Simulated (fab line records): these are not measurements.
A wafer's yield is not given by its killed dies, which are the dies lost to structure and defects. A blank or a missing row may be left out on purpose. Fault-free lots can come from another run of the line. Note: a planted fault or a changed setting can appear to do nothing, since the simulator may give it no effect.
The tool behind it: which one?    flow berkeley-cmos170    33 wafers from 11 lots sampled at 3 of the route's 331 steps

## WHAT THE GAUGES READ, wafer by wafer
UCB170_NLDD_TW_MEAS_11.
lot   measured      on             NLDD_TW
L985  day 7 04:03   film-metro-03  2229 2229 2226
L988  day 7 18:20   film-metro-03  2215 2214 2213
L987  day 7 18:38   film-metro-02  2235 2238 2230
L986  day 7 18:49   film-metro-01  2177 2178 2185
L989  day 8 06:23   film-metro-02  2205 2214 2203
L990  day 8 06:49   film-metro-02  2206 2217 2213
L991  day 8 20:28   film-metro-01  2198 2194 2191
L998  day 10 00:18  film-metro-03  2170 2176 2164
L103  day 11 07:14  film-metro-02  2158 2168 2169
L108  day 12 19:39  film-metro-02  2219 2211 2210
L106  day 12 19:52  film-metro-03  2208 2228 2221

UCB170_SDANNEAL_RS_MEAS_05: the measuring method here is four-point-probe.
lot   measured      on             NLDD_RS (ohm/sq)
L985  day 7 15:54   film-metro-02  614.7 616.4 616.7
L988  day 8 06:16   film-metro-03  619.3 621.2 621.2
L987  day 8 07:01   film-metro-01  619.1 617.1 618.5
L986  day 8 06:44   film-metro-03  617.7 617.7 616.8
L989  day 8 20:16   film-metro-03  617.5 617.6 617.4
L990  day 8 20:35   film-metro-02  616.5 617.0 616.4
L991  day 9 07:52   film-metro-03  620.4 619.4 618.3
L998  day 10 15:43  film-metro-01  658.0 657.2 659.1
L103  day 11 20:31  film-metro-02  652.2 652.8 652.8
L108  day 13 05:39  film-metro-01  617.4 616.7 616.5
L106  day 13 05:47  film-metro-03  616.2 616.3 617.3

## EACH LOT AND THE TOOL THAT RAN IT (in order: tool; ch and the chambers of the sampled wafers; start)
lot   UCB170_NLDD_IMPLANT_08
L985  implanter-04 ch 0, day 7 03:39
L988  implanter-01 ch 0, day 7 17:56
L987  implanter-04 ch 0, day 7 18:17
L986  implanter-01 ch 0, day 7 18:25
L989  implanter-01 ch 0, day 8 05:55
L990  implanter-04 ch 0, day 8 06:26
L991  implanter-04 ch 0, day 8 20:04
L998  implanter-01 ch 0, day 9 23:54
L103  implanter-01 ch 0, day 11 06:50
L108  implanter-02 ch 0, day 12 19:17
L106  implanter-04 ch 0, day 12 19:28
- UCB170_NLDD_IMPLANT_08

## AS READ BY THE TOOLS THEMSELVES (means over the sampled wafers that have a number; for cases with no such wafer, the mark the record gives instead)
UCB170_NLDD_IMPLANT_08.
lot   tool          beam-on-s (s)  dose-ions-cm2  end-station-pressure-torr (Torr)  faraday-current-uA
L985  implanter-04  10.15          5.006e+13      4.81e-06                          156
L988  implanter-01  9.83           4.998e+13      5.11e-06                          161
L987  implanter-04  9.90           4.995e+13      5.27e-06                          160
L986  implanter-01  9.77           4.990e+13      4.93e-06                          162
L989  implanter-01  10.11          5.000e+13      4.86e-06                          157
L990  implanter-04  10.01          4.999e+13      5.00e-06                          159
L991  implanter-04  9.92           5.003e+13      5.12e-06                          159
L998  implanter-01  10.00          4.152e+13      4.85e-06                          132
L103  implanter-01  9.76           4.148e+13      5.11e-06                          135
L108  implanter-02  10.01          5.000e+13      5.15e-06                          159
L106  implanter-04  9.89           4.994e+13      5.21e-06                          160

## THE ANSWER, worked out from the rows above alone
Rule: the usual values come from the lots themselves. The widest of any qualifying gaps counts: lots, ordered by their means at a reading, are off when they make up no more than a third of the lots, leave a main group of 4 or more, and stand apart from it by 3 or more times the standard deviation of that group's means. A main group is skipped when, at the precision printed for the reading in the tables above, its means are all equal. A lot without any number at a reading at which 4 lots or more have one is off too. Any other lot the step has rows for is counted as sound. The gauges are gone through in route order, then the tools' own readings, and for those a lot's mean is taken as printed above. At the first step where some lot is off, the reading lying furthest off is the one used; lots without a number count as furthest.
Off: L998, L103, at UCB170_SDANNEAL_RS_MEAS_05 (NLDD_RS). Main group: mean 617.7 ohm/sq, sd 1.4.
A tool fits if, at a process step before that reading, it ran every lot that is off, and no sound lot after the first of them. The gauges at UCB170_SDANNEAL_RS_MEAS_05 aren't tried: what is off there is off at UCB170_NLDD_IMPLANT_08 too, on other tools, and a gauge's error can't cause that. One fits: UCB170_NLDD_IMPLANT_08 on implanter-01. A fault onset in the window from L989 (day 8 05:55, its last sound lot) to L998 (day 9 23:54, its first lot off) fits.
The tool's own readings at UCB170_NLDD_IMPLANT_08 bear it out: on the lots that are off they differ by more than 5 times the standard deviation of the sound lots' means. dose-ions-cm2 reads 4.150e+13 there against 4.998e+13 on the sound lots; faraday-current-uA reads 134 there against 159 on the sound lots.

## WHAT WAS PUT IN BY THE SIMULATOR
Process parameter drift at UCB170_NLDD_IMPLANT_08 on implanter-01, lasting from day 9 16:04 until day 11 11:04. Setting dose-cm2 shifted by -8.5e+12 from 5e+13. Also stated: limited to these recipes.
Shown lots that were struck: L998, L103. The rule above reached the same finding.
